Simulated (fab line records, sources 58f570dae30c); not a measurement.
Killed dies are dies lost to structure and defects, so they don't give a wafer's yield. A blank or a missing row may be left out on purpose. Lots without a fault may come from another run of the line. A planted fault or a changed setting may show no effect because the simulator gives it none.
One fault seen from 2 desks | flow berkeley_cmos170 | each desk has only its own numbers; what lay behind them comes last

THE TOOL OWNER'S DESK: rie_metal-02
The tool's own readings at UCB170_M3_METAL_ETCH_18 (etches Al in Cl2/BCl3, stops on SiO2, target depth 1170 nm, time 195 s): means of the sampled wafers that have a number, for each lot that ran on this tool. A lot is out of limits, marked OUT, if its mean lies more than 4 standard deviations from the usual mean; the brackets give that distance.
Columns: A = bias_w at UCB170_M3_METAL_ETCH_18, usual 120.1 W; B = drypump_motor_current_A at UCB170_M3_METAL_ETCH_18, usual 5.6 A; C = oes_product_au at UCB170_M3_METAL_ETCH_18, usual 0.856 a.u.; D = throttle_valve_pct at UCB170_M3_METAL_ETCH_18, usual 24.41 %
lot  | first seen here | A     | B   | C     | D
L572 | day 8 08:07     | 119.7 | 5.4 | 0.855 | 24.54
L581 | day 10 00:48    | 120.1 | 4.7 | 0.864 | 24.24
L580 | day 10 01:05    | 119.9 | 5.1 | 0.860 | 24.39
L584 | day 10 01:22    | 120.1 | 5.1 | 0.851 | 24.40
L588 | day 11 00:40    | 120.3 | 5.1 | 0.862 | 24.38
L587 | day 11 10:54    | 120.4 | 5.1 | 0.863 | 24.39
This desk's finding: nothing out of limits on any of the 6 lots.

THE METROLOGY DESK
What the gauges read, lot by lot, whatever tool the lot ran on: means of the sampled wafers that have a number. A lot is out of limits, marked OUT, if its mean lies more than 4 standard deviations from the usual mean; the brackets give that distance.
Columns: A = V1_POLISHED_THK at UCB170_V1_THK_MEAS_04, usual 1000.1 nm
lot  | first seen here | A
L572 | day 7 17:39     | 1000.3
L574 | day 7 17:39     | 1000.8
L573 | day 7 17:58     | 1000.8
L576 | day 8 13:31     | 1000.1
L579 | day 8 14:07     | 1000.6
L581 | day 9 10:24     | 1000.5
L580 | day 9 12:32     | 999.8
L584 | day 9 12:32     | 1000.8
L588 | day 10 13:05    | 1000.6
L589 | day 10 13:06    | 1000.2
L587 | day 10 19:32    | 1000.9
L592 | day 10 21:50    | 1001.0
L593 | day 11 16:10    | 1001.2
L595 | day 11 22:12    | 999.5
This desk's finding: nothing out of limits on any of the 14 lots.

PUT TOGETHER
The tool owner's desk saw nothing out of limits.
The metrology desk saw nothing out of limits.

WHAT THE SIMULATOR HAD PUT IN
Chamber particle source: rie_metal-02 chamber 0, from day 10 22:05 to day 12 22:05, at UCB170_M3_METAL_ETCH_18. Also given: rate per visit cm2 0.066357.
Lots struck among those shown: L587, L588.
